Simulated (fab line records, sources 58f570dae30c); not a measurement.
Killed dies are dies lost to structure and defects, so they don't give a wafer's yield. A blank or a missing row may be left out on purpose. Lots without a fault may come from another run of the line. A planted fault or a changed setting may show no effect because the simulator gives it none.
Problem report in the 8D (eight disciplines) form, filled by code | flow berkeley_cmos170 | the parts of the form that need people (team, actions taken, sign-off) are left out

1. THE PROBLEM
spin_speed_rpm at UCB170_M3_COAT_09 reads a mean of 3194.7 rpm on 3 wafers of 1 lot; wafers without a fault read 2999.6 rpm with a standard deviation of 2.1. That is +93 standard deviations from the usual mean.
First seen on wafer L977.1, day 8 19:33, on litho_track-04. The record holds 39 wafers of 13 lots with a number at this step. Rule for "out", or "out of limits": more than 4 standard deviations from the usual mean. The other wafers with a number count as sound.

2. WHAT IT IS AND WHAT IT IS NOT
question                    | is                     | is not
which readings at this step | spin_speed_rpm         | -
which lots                  | L977                   | L971, L973, L974, L980, L982, L983, L984, L985, L987, L990, L993, L994
which wafers of those lots  | all that have a number | -
read on which tools         | litho_track-04         | litho_track-01, litho_track-03
when                        | from day 8 19:33       | up to then (9 sound wafers); but 27 sound wafers of L980, L982, L983, L984, L985, L987, L990, L993, L994 came after

3. SUSPECTS, AND WHAT RULES EACH OUT
Counting: a tool at a process step up to the reading stays a suspect if it ran every lot that is out and no sound lot after the first of them.
- litho_track-04 at UCB170_M3_COAT_09: kept. It ran the lot that is out, L977 (day 8 19:33), and no sound lot after that; its last sound lot up to then is L973 (day 8 01:20). Its own readings are out on those wafers: spin_speed_rpm.
Left after counting: litho_track-04 at UCB170_M3_COAT_09.

4. THE CAUSE (what the simulator had put in)
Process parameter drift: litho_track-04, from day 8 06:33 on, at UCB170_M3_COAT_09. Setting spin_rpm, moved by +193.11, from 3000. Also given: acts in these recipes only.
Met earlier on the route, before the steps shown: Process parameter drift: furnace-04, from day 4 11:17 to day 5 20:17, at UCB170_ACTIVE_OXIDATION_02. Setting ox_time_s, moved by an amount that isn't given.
Counting left only this tool.

5. THE CHAIN OF EFFECTS, in route order
Each row: a reading whose mean over the struck wafers that have a number lies more than 3 standard deviations from the usual. Only readings for which the record gives a usual standard deviation are gone through. hours: the time from each lot's start at the first step in this table that gives one to its start at this step, as a median over the lots. sigmas: the change in usual standard deviations.
hours | step              | reading        | usual      | on struck wafers | change | sigmas
0     | UCB170_M3_COAT_09 | spin_speed_rpm | 2999.6 rpm | 3194.7           | +195.1 | +93
The process steps in it:
- UCB170_M3_COAT_09

6. WHAT WOULD HAVE CAUGHT IT SOONER
In this record the first reading out of limits was taken at day 8 19:33, 13 hours after the fault began at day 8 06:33.
